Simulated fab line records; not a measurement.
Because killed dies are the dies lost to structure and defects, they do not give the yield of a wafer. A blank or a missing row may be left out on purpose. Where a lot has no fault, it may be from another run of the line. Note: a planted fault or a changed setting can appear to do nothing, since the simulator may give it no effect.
Which of the tools did it?    flow berkeley cmos170    Sampling: 7 lots, 21 wafers, 3 of 331 route steps

== WHAT THE GAUGES SHOWED, per wafer ==
UCB170_WELLDRIVE_THK_MEAS_02.
lot   measured     on             WELLDRIVE_OXIDE_THK (nm)
L736  day 4 11:31  film metro-04  197 197 194
L738  day 4 23:07  film metro-01  193 195 194
L741  day 5 10:53  film metro-01  198 193 197
L744  day 5 19:43  film metro-01  193 195 194
L746  day 6 10:56  film metro-01  208 208 208
L750  day 7 04:44  film metro-04  151 154 152 151 154 152
L751  day 7 14:29  film metro-04  199 197 198

== EACH LOT AND THE TOOL THAT RAN IT (in order: tool; ch and the chambers of the sampled wafers; start) ==
lot   UCB170_NWELL_ETCH_13               UCB170_WELLDRIVE_OXIDATION_01
L736  rie diel-02 ch 0,2,3, day 3 00:59  furnace-04 ch 0, day 4 08:01
L738  rie diel-01 ch 1,3, day 3 13:20    furnace-01 ch 0, day 4 19:37
L741  rie diel-03 ch 0,1,2, day 3 22:22  furnace-04 ch 0, day 5 07:20
L744  rie diel-03 ch 0,3, day 4 12:02    furnace-04 ch 0, day 5 16:11
L746  rie diel-01 ch 1,2, day 5 05:07    furnace-01 ch 0, day 6 07:26
L750  rie diel-03 ch 0,2,3, day 5 19:11  furnace-01 ch 0, day 7 01:13
L751  rie diel-03 ch 0,2,3, day 6 03:16  furnace-02 ch 0, day 7 10:59
- UCB170_NWELL_ETCH_13: etches Si3N4 in CH3F/Ar/O2, stops on SiO2, target depth 246.4 nm, time 154 s.
- UCB170_WELLDRIVE_OXIDATION_01: target thk 199 nm, ox time 9000 s.

== THE ANSWER, worked out from the rows above alone ==
Rule: usual is defined by the lots themselves. The widest of any qualifying gaps counts: lots, ordered by their means at a reading, are off when they make up no more than a third of the lots, leave a main group of 4 or more, and stand apart from it by 3 or more times the standard deviation of that group's means. A main group is skipped when, at the precision printed for the reading in the tables above, its means are all equal. A lot without any number at a reading at which 4 lots or more have one is off too. All remaining lots with rows at the step are treated as sound.
Off: at UCB170_WELLDRIVE_THK_MEAS_02 (WELLDRIVE_OXIDE_THK), L750. The main group has a mean of 198 nm with a standard deviation of 4.8.
A tool fits if, at a process step before that reading, it ran every lot that is off, and no sound lot after the first of them. The gauges at UCB170_WELLDRIVE_THK_MEAS_02 are tried like those tools. One fits: furnace-01 at UCB170_WELLDRIVE_OXIDATION_01. A fault onset in the window from L746 (day 6 07:26, its last sound lot) to L750 (day 7 01:13, its first lot off) fits.

== WHAT HAD BEEN PUT IN BY THE SIMULATOR ==
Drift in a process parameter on furnace-01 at UCB170_WELLDRIVE_OXIDATION_01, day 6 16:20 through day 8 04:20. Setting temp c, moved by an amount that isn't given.
Lots struck among those shown: L750. The rule above reached the same finding.
